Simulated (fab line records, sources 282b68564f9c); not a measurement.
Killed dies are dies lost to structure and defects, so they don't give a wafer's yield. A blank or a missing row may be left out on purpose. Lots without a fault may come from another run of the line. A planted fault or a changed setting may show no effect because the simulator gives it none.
One fault seen from 2 desks | flow rit_cmos | each desk has only its own numbers; what lay behind them comes last

THE TOOL OWNER'S DESK: litho_track-02
The tool's own readings at RIT_NSD_COAT_01 (resist thk 1000 nm): means of the sampled wafers that have a number, for each lot that ran on this tool. A lot is out of limits, marked OUT, if its mean lies more than 4 standard deviations from the usual mean; the brackets give that distance.
Columns: A = dispense_pressure_kPa at RIT_NSD_COAT_01, usual 48.4 kPa
lot  | first seen here | A
L110 | day 3 22:43     | 51.3
L113 | day 4 14:52     | 51.2
L126 | day 7 07:26     | 51.2
This desk's finding: nothing out of limits on any of the 3 lots.

THE METROLOGY DESK
What the gauges read, lot by lot, whatever tool the lot ran on: means of the sampled wafers that have a number. A lot is out of limits, marked OUT, if its mean lies more than 4 standard deviations from the usual mean; the brackets give that distance.
Columns: A = PLDD_OVL at RIT_PLDD_OVL_MEAS_06, usual 0.0 nm; B = PLDD_TW at RIT_PLDD_TW_MEAS_10, usual 2345; C = SPACER_NITRIDE_THK at RIT_SPACER_THK_MEAS_04, usual 251.3 nm; D = NSD_OVL at RIT_NSD_OVL_MEAS_06, usual 0.0 nm
lot  | first seen here | A    | B    | C     | D
L106 | day 3 00:37     | 0.3  | 2360 | 248.5 | -0.4
L110 | day 3 19:27     | -0.8 | 2348 | 253.4 | -0.2
L113 | day 4 11:35     | -0.8 | 2358 | 250.5 | -1.1
L118 | day 5 11:35     | -2.2 | 2315 | 251.9 | -0.9
L123 | day 6 13:19     | -0.2 | 2323 | 250.7 | -0.4
L126 | day 7 04:10     | 0.3  | 2360 | 253.9 | -0.1
This desk's finding: nothing out of limits on any of the 6 lots.

PUT TOGETHER
The tool owner's desk saw nothing out of limits.
The metrology desk saw nothing out of limits.

WHAT THE SIMULATOR HAD PUT IN
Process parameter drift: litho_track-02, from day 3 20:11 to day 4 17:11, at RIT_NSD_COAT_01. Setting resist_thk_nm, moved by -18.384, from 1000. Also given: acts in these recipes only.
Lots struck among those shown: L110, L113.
